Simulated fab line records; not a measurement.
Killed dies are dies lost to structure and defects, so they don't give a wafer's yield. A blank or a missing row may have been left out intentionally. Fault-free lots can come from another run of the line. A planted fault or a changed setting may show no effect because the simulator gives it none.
Split-lot study    flow berkeley_cmos170    23 wafers read from 5 lots, route of 331 steps

## ON THE SPLIT
At UCB170_ACTIVE_PEB_11, the setting peb_temp_c was moved away from the recipe's 130 C on 5 of the 23 wafers read, by -2.5% to -1.9%. The other wafers ran this setting at the recipe's value.

## FROM THE SPLIT TO THE READING: what the file shows between them, 4 steps
- UCB170_ACTIVE_DEVELOP_12: develop time 45 s
- UCB170_ACTIVE_CD_MEAS_13: target cd 1200 nm
- UCB170_ACTIVE_ETCH_15: etches Si3N4 in CH3F/Ar/O2, stops on SiO2, target depth 242 nm, time 151 s
- UCB170_ACTIVE_STRIP_16: strips in O2

## THE READING
cd_nm (nm) at UCB170_ACTIVE_CD_MEAS_90, where the cd target is 1200 nm. On this fab line, fault-free wafers typically give 1200.3 nm with a standard deviation of 1.1 nm.

wafer   tool, chamber at the split  peb_temp_c as run, C  against the recipe  cd_nm, nm  against lot-mates on the recipe
L074.1  litho_track-04, 0           130                   recipe              1202.7     -
L074.2  litho_track-04, 0           127.5                 -1.9%               1222.8     +21.3
L074.3  litho_track-04, 0           130                   recipe              1200.2     -
L074.4  litho_track-04, 0           127.5                 -1.9%               1219.3     +17.8
L074.5  litho_track-04, 0           127.5                 -1.9%               1220.6     +19.1
L076.1  litho_track-04, 0           130                   recipe              1199.5     -
L076.2  litho_track-04, 0           130                   recipe              1201.5     -
L076.4  litho_track-04, 0           130                   recipe              1200.6     -
L076.5  litho_track-04, 0           130                   recipe              1201.0     -
L076.6  litho_track-04, 0           130                   recipe              1200.4     -
L080.1  litho_track-04, 0           130                   recipe              1200.7     -
L080.2  litho_track-04, 0           130                   recipe              1199.4     -
L080.6  litho_track-04, 0           130                   recipe              1200.8     -
L083.1  litho_track-01, 0           130                   recipe              1199.8     -
L083.2  litho_track-01, 0           130                   recipe              1200.8     -
L083.3  litho_track-01, 0           130                   recipe              1200.2     -
L083.4  litho_track-01, 0           126.8                 -2.5%               1225.9     +25.6
L083.5  litho_track-01, 0           126.8                 -2.5%               1224.2     +23.9
L084.1  litho_track-01, 0           130                   recipe              1200.1     -
L084.2  litho_track-01, 0           130                   recipe              1200.1     -
L084.4  litho_track-01, 0           130                   recipe              1197.1     -
L084.5  litho_track-01, 0           130                   recipe              1199.0     -
L084.6  litho_track-01, 0           130                   recipe              1197.6     -

THE FIT
A straight line over all 23 wafers: cd_nm changes by -10.5 nm for each +1% of peb_temp_c; r = -0.99; the points scatter about the line by 1.4 nm.
The same after taking each lot's own level away (the mean of its wafers on the recipe; 23 wafers): -10.1 nm for each +1%; r = -0.99; scatter 1 nm.
The reading moves by 25 nm for the largest change in peb_temp_c, on that fit.
The span of the lots' own levels, 1198.78 to 1201.45 nm, comes to 2.4 times the standard deviation stated above.
So the lot-to-lot level changes the slope little: the two slopes agree.
Check: for one of the wafers moved furthest among these (-2.5%), held out of the fit, the line's prediction against its lot-mates is +24.6 nm. Against them it came out at +25.6 nm.

## OTHER SPLITS ON THESE WAFERS
Note: prior to the reading, these wafers also went through further splits. Each is held against what the fit with the lots' levels taken away leaves over:
other split on the same wafers       wafers away from the commonest value  r with cd_nm (lot level and that fit taken away)
UCB170_START_OXIDATION_02 ox_time_s  15                                    +0.01
UCB170_ZERO_STRIP_07 o2_flow_sccm    4                                     +0.29
UCB170_NWELL_ETCH_13 time_s          9                                     -0.05
UCB170_NWELL_IMPLANT_14 energy_kev   7                                     -0.18
UCB170_PWELL_ETCH_14 time_s          11                                    +0.07
UCB170_PWELL_IMPLANT_15 energy_kev   7                                     +0.09
UCB170_ACTIVE_COAT_08 resist_thk_nm  9                                     +0.67

## THE WHOLE CHAIN: every reading that the file lists as answering this split, in the file's order
step                      what it does                                                                reading                                                        change (the file's fit)               r (the file's)
UCB170_ACTIVE_CD_MEAS_13  target cd 1200 nm                                                           cd_nm                                                          -10.1 nm for each +1% of the setting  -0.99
UCB170_ACTIVE_ETCH_15     etches Si3N4 in CH3F/Ar/O2, stops on SiO2, target depth 242 nm, time 151 s  ACTIVE.cd_nm (the simulator's own value, which no gauge read)  -10.1 nm for each +1% of the setting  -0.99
UCB170_ACTIVE_CD_MEAS_90  target cd 1200 nm                                                           cd_nm                                                          -10.1 nm for each +1% of the setting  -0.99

## THE FILE'S OWN FIT
cd_nm changes by -10.1 nm for each +1% of peb_temp_c, r = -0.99.
